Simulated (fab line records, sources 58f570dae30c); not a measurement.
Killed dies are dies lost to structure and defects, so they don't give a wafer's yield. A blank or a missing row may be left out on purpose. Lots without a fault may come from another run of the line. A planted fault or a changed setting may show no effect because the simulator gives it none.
A struck lot beside a sound one | flow berkeley_cmos170 | 16 steps out of a route of 331
Sound: wafers L113.1, L113.2, L113.4. Struck: wafer L128.3. (L128.4, L128.5 of the same lot were not struck and are left out.) The cause comes at the end.
At each step with rows: each side's tool, then ch and its chambers, then its first start. Under that, the readings that differ: sound wafers | struck wafers | difference of the means | sigmas: that difference in standard deviations of wafers without a fault.
alike: readings whose means differ by less than 2 such deviations, and words and numbers that are the same on both sides. not compared: withheld readings, readings that some wafer has no value for, bounds like >300 that may hide the same value, and numbers for which the record gives no deviation and whose values overlap.
The two part at a step that has a row with sigmas, a row that says differs or no value, or rows on one side only. Numbers that don't overlap but have no deviation are shown without sigmas and don't part them. A reading that every wafer of one side lacks parts them only if that side has two wafers or more.

first, 1 step without rows for these wafers: UCB170_NWELL_OXIDATION_01 (target thk 26.4 nm, ox time 1260 s).
UCB170_NWELL_THK_MEAS_02:
  sound on film_metro-01, day 2 12:44; struck on film_metro-02, day 5 18:20
  alike: NWELL_OXIDE_THK
then, 2 steps without rows for these wafers: UCB170_NWELL_ANNEAL_03 (time 900 s); UCB170_NWELL_CVD_04 (deposits Si3N4 from SiH2Cl2/NH3, target thk 224 nm, time 3360 s).
UCB170_NWELL_THK_MEAS_05:
  sound on film_metro-01, day 2 23:24; struck on film_metro-02, day 6 03:00
  reading                | sound             | struck | difference | sigmas
  NWELL_NITRIDE_THK (nm) | 221.1 222.4 220.6 | 226.3  | +4.9       | +2
then, 6 steps without rows for these wafers: UCB170_NWELL_HMDS_06 (prime time 60 s); UCB170_NWELL_COAT_07 (resist thk 900 nm); UCB170_NWELL_SOFTBAKE_08 (time 60 s); UCB170_NWELL_EXPOSE_09 (exposes mask NWELL, target cd 3000 nm); UCB170_NWELL_PEB_10; UCB170_NWELL_DEVELOP_11 (develop time 45 s).
UCB170_NWELL_OVL_MEAS_12:
  sound on overlay-01, day 3 00:32; struck on overlay-01, day 6 04:01
  alike: NWELL_OVL
UCB170_NWELL_ETCH_13: etches Si3N4 in CH3F/Ar/O2, stops on SiO2, target depth 246.4 nm, time 154 s.
  sound on rie_diel-04 ch 2,3, day 3 00:34; struck on rie_diel-02 ch 2, day 6 04:02
  reading                                | sound             | struck | difference | sigmas
  oes_product_au (a.u.)                  | 0.931 0.931 0.924 | 0.692  | -0.237     | -17
  model.etch.depth_nm (nm)               | 221.2 222.4 220.5 | 126.2  | -95.2      |
  model.KrF_of_NWELL_COAT_07.thk_nm (nm) | 722.3 723.4 722.6 | 804    | +81        |
  alike: drypump_motor_current_A, throttle_valve_pct
  not compared: rf_hours_counter_h
then, 1 step without rows for these wafers: UCB170_NWELL_IMPLANT_14.
UCB170_NWELL_STRIP_15: strips in O2.
  sound on plasma_asher-02 ch 0,1, day 3 00:50; struck on plasma_asher-03 ch 1, day 6 04:20
  reading                      | sound             | struck | difference | sigmas
  strip_time_to_endpoint_s (s) | 18.02 18.05 18.04 | 19.96  | +1.92      | +21
  alike: drypump_motor_current_A, oes_product_au
  not compared: rf_hours_counter_h
UCB170_NWELL_TW_MEAS_16:
  sound on film_metro-02, day 3 00:56; struck on film_metro-02, day 6 04:25
  alike: NWELL_TW

WHERE THEY PART
First at UCB170_NWELL_THK_MEAS_05; last, within this record, at UCB170_NWELL_STRIP_15. Later steps at which nothing parts them and some readings are alike: UCB170_NWELL_TW_MEAS_16.

WHY: what the simulator had put in
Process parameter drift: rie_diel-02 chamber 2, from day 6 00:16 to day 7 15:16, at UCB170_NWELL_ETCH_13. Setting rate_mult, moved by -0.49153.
